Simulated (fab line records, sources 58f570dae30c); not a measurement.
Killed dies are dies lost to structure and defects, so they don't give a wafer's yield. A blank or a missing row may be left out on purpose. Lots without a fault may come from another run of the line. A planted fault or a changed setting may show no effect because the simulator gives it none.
Which tool did it? | flow berkeley_cmos170 | 14 lots, 42 wafers sampled, at 1 step of a route of 331

WHAT THE GAUGES READ, wafer by wafer
The record holds no reading of a measuring or inspecting step that can be judged against a usual standard deviation.

WHICH TOOL RAN EACH LOT (tool, then ch and the chambers of the sampled wafers, then the start)
lot  | UCB170_PLDD_IMPLANT_09
L455 | implanter-01 ch 0, day 7 10:45
L456 | implanter-03 ch 0, day 7 11:50
L459 | implanter-01 ch 0, day 8 12:11
L462 | implanter-04 ch 0, day 8 12:20
L457 | implanter-03 ch 0, day 8 12:32
L461 | implanter-01 ch 0, day 8 12:44
L458 | implanter-01 ch 0, day 8 13:14
L460 | implanter-04 ch 0, day 8 13:20
L465 | implanter-04 ch 0, day 9 02:43
L469 | implanter-04 ch 0, day 9 17:47
L467 | implanter-03 ch 0, day 9 18:02
L468 | implanter-01 ch 0, day 10 02:30
L472 | implanter-01 ch 0, day 11 00:07
L476 | implanter-01 ch 0, day 11 12:25
- UCB170_PLDD_IMPLANT_09

WHAT THE TOOLS THEMSELVES READ (means of the sampled wafers that have a number; where no wafer has one, the mark that the record gives instead)
UCB170_PLDD_IMPLANT_09.
lot  | tool         | beam_on_s (s) | tilt_deg (degrees)
L455 | implanter-01 | 10.02         | 6.976
L456 | implanter-03 | 10.12         | 7.006
L459 | implanter-01 | 9.95          | 7.000
L462 | implanter-04 | 10.04         | 6.975
L457 | implanter-03 | 9.99          | 7.018
L461 | implanter-01 | 10.20         | 6.987
L458 | implanter-01 | 9.85          | 6.988
L460 | implanter-04 | 10.15         | 6.991
L465 | implanter-04 | 10.01         | 7.009
L469 | implanter-04 | 10.14         | 7.026
L467 | implanter-03 | 9.94          | 7.006
L468 | implanter-01 | 10.06         | 7.002
L472 | implanter-01 | 9.92          | 7.291
L476 | implanter-01 | 9.76          | 7.271

THE ANSWER, worked out from the rows above alone
Rule: what is usual is taken from the lots themselves. Put in order of their means at a reading, lots are off if they are a third of the lots or fewer, leave a main group of 4 or more, and stand apart from it by a gap of 3 or more times the standard deviation of the main group's means; of several such gaps the widest counts. A main group whose means are all the same, to the digits that the tables above print for the reading, isn't used. A lot without any number at a reading at which 4 lots or more have one is off too. The other lots that the step has rows for count as sound. The gauges are gone through in route order, then the tools' own readings, and for those a lot's mean is taken as printed above. The first step at which some lot is off is used, and at that step the reading that is off furthest; a lot without a number counts as furthest.
Off: L472, L476, at UCB170_PLDD_IMPLANT_09 (tilt_deg). The main group: mean 6.999 degrees, standard deviation 0.015.
A tool fits if, at that step or a process step before it, it ran every lot that is off, and no sound lot after the first of them. One fits: implanter-01 at UCB170_PLDD_IMPLANT_09. Its last sound lot is L468 (day 10 02:30), its first lot that is off L472 (day 11 00:07): a fault that began between those two fits.
The tool's own readings at UCB170_PLDD_IMPLANT_09 bear it out: on the lots that are off they differ by more than 5 times the standard deviation of the sound lots' means. tilt_deg reads 7.281 degrees there against 6.999 degrees on the sound lots.

WHAT THE SIMULATOR HAD PUT IN
Process parameter drift: implanter-01, from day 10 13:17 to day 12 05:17, at UCB170_PLDD_IMPLANT_09. Setting tilt_deg, moved by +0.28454, from 7. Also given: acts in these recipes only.
Lots struck among those shown: L472, L476. The rule above found the same.
